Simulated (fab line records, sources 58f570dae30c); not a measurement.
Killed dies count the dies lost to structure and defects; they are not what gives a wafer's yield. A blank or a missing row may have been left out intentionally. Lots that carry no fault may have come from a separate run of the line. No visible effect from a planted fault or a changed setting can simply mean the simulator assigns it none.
Split-lot study ; flow berkeley-cmos170 ; route with 331 steps; 5 lots, 27 wafers read

## SPLIT DETAILS
At UCB170_NWELL_CVD_04 (deposits Si3N4 from SiH2Cl2/NH3, target thk 224 nm, time 3360 s), the setting time-s was moved away from the recipe's 3360 s on 12 of the 27 wafers read, by +21.2% to +51.5%. For the rest of the wafers, this setting stayed at what the recipe calls for.

There is no step in the file separating the split from the reading.

## THE READING
NWELL_NITRIDE_THK in nanometres, read at UCB170_NWELL_THK_MEAS_05. A value of 225.4 nm with a standard deviation of 2.6 nm is what fault-free wafers of this fab line usually give.

wafer;tool, chamber at the split;time-s as run, s;against the recipe;NWELL_NITRIDE_THK, nm;against lot-mates on the recipe
L077.1;-, -;3360;recipe;227.0;-
L077.2;-, -;3360;recipe;227.3;-
L077.3;-, -;3360;recipe;226.1;-
L077.4;-, -;3360;recipe;227.0;-
L077.5;-, -;3360;recipe;227.4;-
L077.6;-, -;3360;recipe;224.9;-
L078.1;-, -;5089;+51.5%;345.5;no lot-mate on the recipe
L078.2;-, -;5089;+51.5%;345.6;no lot-mate on the recipe
L078.3;-, -;5089;+51.5%;344.6;no lot-mate on the recipe
L078.4;-, -;5089;+51.5%;344.5;no lot-mate on the recipe
L078.5;-, -;5089;+51.5%;345.3;no lot-mate on the recipe
L078.6;-, -;5089;+51.5%;344.4;no lot-mate on the recipe
L079.1;-, -;4072;+21.2%;277.6;no lot-mate on the recipe
L079.2;-, -;4072;+21.2%;276.0;no lot-mate on the recipe
L079.3;-, -;4072;+21.2%;275.6;no lot-mate on the recipe
L079.4;-, -;4072;+21.2%;276.9;no lot-mate on the recipe
L079.5;-, -;4072;+21.2%;277.8;no lot-mate on the recipe
L079.6;-, -;4072;+21.2%;274.4;no lot-mate on the recipe
L082.1;-, -;3360;recipe;224.6;-
L082.2;-, -;3360;recipe;224.7;-
L082.3;-, -;3360;recipe;224.4;-
L082.4;-, -;3360;recipe;222.9;-
L082.5;-, -;3360;recipe;222.6;-
L082.6;-, -;3360;recipe;222.4;-
L085.1;lpcvd-02, 0;3360;recipe;222.8;-
L085.3;lpcvd-02, 0;3360;recipe;224.7;-
L085.6;lpcvd-02, 0;3360;recipe;226.1;-

THE FIT
A straight line over all 27 wafers: NWELL_NITRIDE_THK changes by +2.34 nm for each +1% of time-s; r = +1.00; the points scatter about the line by 1.7 nm.
Too few moved wafers have a lot-mate on the recipe to fit a line with each lot's own level taken away.

## THE WHOLE CHAIN: every reading that the file lists as answering this split, in the file's order
step;what it does;reading;change (the file's fit);r (the file's)
UCB170_NWELL_CVD_04;deposits Si3N4 from SiH2Cl2/NH3, target thk 224 nm, time 3360 s;Si3N4_of_NWELL_CVD_04.thk-nm (the simulator's own value, which no gauge read);+2.34 nm for each +1% of the setting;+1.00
UCB170_NWELL_THK_MEAS_05;;NWELL_NITRIDE_THK;+2.34 for each +1% of the setting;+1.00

## FILE'S OWN FIT
NWELL_NITRIDE_THK changes by +2.34 nm for each +1% of time-s, r = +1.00.
